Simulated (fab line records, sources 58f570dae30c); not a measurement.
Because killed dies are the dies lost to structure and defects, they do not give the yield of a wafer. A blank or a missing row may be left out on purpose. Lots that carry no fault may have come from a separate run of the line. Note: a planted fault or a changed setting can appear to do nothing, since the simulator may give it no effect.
Which tool is to blame?	flow berkeley cmos170	42 wafers from 14 lots sampled at 5 of the route's 331 steps

== WHAT EACH GAUGE READ, for each wafer ==
UCB170_START_THK_MEAS_03. Usual: START_OXIDE_THK gives 20.2 nm (standard deviation 0.38).
lot	measured	on	START_OXIDE_THK (nm)	flag
L872	day 1 20:40	film metro-02	20.9 20.8 20.4	
L873	day 2 00:41	film metro-01	19.8 19.6 19.9	
L874	day 2 05:53	film metro-04	20.4 20.5 20.4	
L875	day 2 12:04	film metro-04	20.1 20.1 20.2	
L877	day 2 22:01	film metro-02	19.8 20.2 20.2	
L878	day 3 04:41	film metro-01	20.6 20.5 20.4	
L879	day 3 04:41	film metro-04	20.5 20.5 21.0	
L880	day 3 12:15	film metro-02	19.3 19.1 19.5	
L883	day 4 02:04	film metro-04	20.3 20.7 20.2	
L888	day 5 06:48	film metro-04	20.5 20.1 19.8	
L890	day 5 15:08	film metro-01	20.2 20.4 20.5	
L892	day 6 00:39	film metro-02	19.9 20.1 20.0	
L893	day 6 06:40	film metro-01	21.2 21.1 21.1	
L894	day 6 12:09	film metro-04	20.0 20.0 19.8	

UCB170_SPACER_THK_MEAS_01. Usual: SPACER_TEOS_THK gives 377 nm (standard deviation 5.1).
lot	measured	on	SPACER_TEOS_THK (nm)	flag
L872	day 8 01:52	film metro-01	378 384 382	
L873	day 8 02:05	film metro-01	376 379 387	
L874	day 8 02:29	film metro-01	381 387 383	
L875	day 8 10:29	film metro-01	376 378 385	
L877	day 9 11:04	film metro-04	373 376 378	
L878	day 9 11:49	film metro-01	375 381 380	
L879	day 9 11:34	film metro-04	378 378 375	
L880	day 9 22:40	film metro-03	370 368 377	
L883	day 10 09:23	film metro-03	381 372 374	
L888	day 12 00:44	film metro-03	414 410 416	OFF
L890	day 12 11:38	film metro-03	415 415 420	OFF
L892	day 12 11:29	film metro-03	371 375 382	
L893	day 12 18:29	film metro-01	375 378 383	
L894	day 13 03:56	film metro-01	378 372 384	

UCB170_M1_THK_MEAS_02: measures by xrf. Usual: M1_AL_THK gives 604 nm (standard deviation 6.7).
lot	measured	on	M1_AL_THK (nm)	flag
L872	day 8 23:49	film metro-02	590 597 605	
L873	day 9 00:15	film metro-04	617 613 616	
L874	day 9 02:07	film metro-02	609 604 612	
L875	day 9 01:52	film metro-01	602 602 607	
L877	day 10 05:14	film metro-01	615 614 613	
L878	day 10 08:26	film metro-04	604 590 599	
L879	day 10 05:34	film metro-04	584 597 593	
L880	day 10 17:09	film metro-02	597 607 599	
L883	day 11 04:16	film metro-04	612 617 602	
L888	day 12 19:13	film metro-01	607 608 607	
L890	day 13 06:44	film metro-04	610 598 597	
L892	day 13 06:28	film metro-02	611 608 609	
L893	day 13 13:43	film metro-04	595 609 593	
L894	day 14 01:27	film metro-04	608 601 616	

== TOOL THAT RAN EACH LOT (tool first, then ch and the chambers of the sampled wafers, then the start) ==
lot	UCB170_SPACER_CVD_00	UCB170_SPACER_ETCHBACK_03
L872	pecvd-03 ch 1,2, day 8 01:49	rie diel-03 ch 0,3, day 8 14:14
L873	pecvd-04 ch 0,1,2, day 8 02:02	rie diel-02 ch 0,3, day 8 14:14
L874	pecvd-02 ch 1,2, day 8 02:27	rie diel-01 ch 0,2, day 8 14:14
L875	pecvd-02 ch 1,2, day 8 10:26	rie diel-03 ch 0,3, day 8 14:19
L877	pecvd-04 ch 0,2, day 9 11:01	rie diel-02 ch 0,2,3, day 9 17:22
L878	pecvd-04 ch 0,1,2, day 9 11:46	rie diel-02 ch 0,1,3, day 9 17:26
L879	pecvd-02 ch 0,1,2, day 9 11:31	rie diel-03 ch 0,2,3, day 9 17:22
L880	pecvd-03 ch 0,2, day 9 22:38	rie diel-02 ch 0,1,2, day 10 05:45
L883	pecvd-02 ch 0,1,2, day 10 09:20	rie diel-01 ch 0,1,2, day 10 18:21
L888	pecvd-04 ch 1,2, day 12 00:41	rie diel-02 ch 1,2,3, day 12 06:32
L890	pecvd-04 ch 0,2, day 12 11:34	rie diel-02 ch 1,2,3, day 12 18:18
L892	pecvd-03 ch 0,1, day 12 11:26	rie diel-03 ch 0,1, day 12 18:14
L893	pecvd-03 ch 1, day 12 18:25	rie diel-02 ch 0,2,3, day 13 01:30
L894	pecvd-03 ch 0,1, day 13 03:53	rie diel-02 ch 0,1,2, day 13 08:35
- UCB170_SPACER_CVD_00: deposits SiO2 from TEOS/O2, target thk 376 nm, time 47 s.
- UCB170_SPACER_ETCHBACK_03: etches SiO2 in CHF3/CF4/Ar, stops on Si, target depth 376 nm, time 100 s.

== AS READ BY THE TOOLS THEMSELVES (means over the sampled wafers that have a number; for cases with no such wafer, the mark the record gives instead) ==
UCB170_SPACER_CVD_00. Usual: heater power w 255 W, standard deviation 56; rf fwd power W 544.2 W, standard deviation 2.1.
lot	tool	heater power w (W)	rf fwd power W (W)	flag
L872	pecvd-03	277	544.3	
L873	pecvd-04	265	542.6	
L874	pecvd-02	241	546.4	
L875	pecvd-02	189	544.7	
L877	pecvd-04	238	545.3	
L878	pecvd-04	284	544.0	
L879	pecvd-02	237	545.7	
L880	pecvd-03	207	541.4	
L883	pecvd-02	267	546.3	
L888	pecvd-04	164	765.1	OFF
L890	pecvd-04	184	764.1	OFF
L892	pecvd-03	218	544.7	
L893	pecvd-03	303	544.8	
L894	pecvd-03	262	541.7	

UCB170_SPACER_ETCHBACK_03. Usual: drypump motor current A 5.8 A, standard deviation 0.34; oes product au 0.899 a.u., standard deviation 0.02; rf fwd power W 497.4 W, standard deviation 1.6; throttle valve pct 6.48 %, standard deviation 0.077.
lot	tool	drypump motor current A (A)	oes product au (a.u.)	rf fwd power W (W)	throttle valve pct (%)	flag
L872	rie diel-03	5.8	0.902	497.4	6.47	
L873	rie diel-02	5.5	0.916	496.3	6.41	
L874	rie diel-01	6.2	0.919	496.6	6.58	
L875	rie diel-03	5.9	0.911	497.9	6.43	
L877	rie diel-02	5.7	0.909	496.5	6.44	
L878	rie diel-02	5.6	0.907	498.2	6.45	
L879	rie diel-03	6.0	0.895	496.9	6.48	
L880	rie diel-02	5.7	0.878	498.1	6.43	
L883	rie diel-01	5.8	0.894	496.7	6.56	
L888	rie diel-02	5.9	0.955	497.1	6.50	
L890	rie diel-02	5.9	0.953	497.8	6.50	
L892	rie diel-03	5.5	0.897	496.4	6.47	
L893	rie diel-02	5.7	0.909	496.7	6.45	
L894	rie diel-02	5.7	0.891	498.1	6.43	

== THE ANSWER, worked out from the rows above alone ==
Rule: a lot counts as off when the mean over its wafers that have a number is more than 3 standard deviations away from the usual mean. Also off: a lot with no number at a reading for which 4 or more lots have one. The other lots that the step has rows for count as sound. First the gauges in route order, then the tools' own readings, where a lot's mean is used as printed above. At the first step where some lot is off, the reading lying furthest off is the one used; lots without a number count as furthest.
Off: L888, L890, at UCB170_SPACER_THK_MEAS_01 (SPACER_TEOS_THK).
If a tool, at a process step before that reading, ran all the lots that are off and no sound lot after the first of them, it fits. Not tried: the gauges at UCB170_SPACER_THK_MEAS_01; whatever is off there is also off at UCB170_SPACER_CVD_00, on other tools, and gauge error can't account for it. One fits: UCB170_SPACER_CVD_00 on pecvd-04. A fault onset in the window from L878 (day 9 11:46, its last sound lot) to L888 (day 12 00:41, its first lot off) fits.
The tool's own readings at UCB170_SPACER_CVD_00 bear it out: on the lots that are off they differ by more than 5 times the standard deviation of the sound lots' means. rf fwd power W reads 764.6 W there against 544.3 W on the sound lots.

== WHAT THE SIMULATOR PUT IN ==
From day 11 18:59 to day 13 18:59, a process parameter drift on pecvd-04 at UCB170_SPACER_CVD_00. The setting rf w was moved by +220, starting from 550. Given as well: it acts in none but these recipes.
Lots struck among those shown: L888, L890. This agrees with what the rule above found.
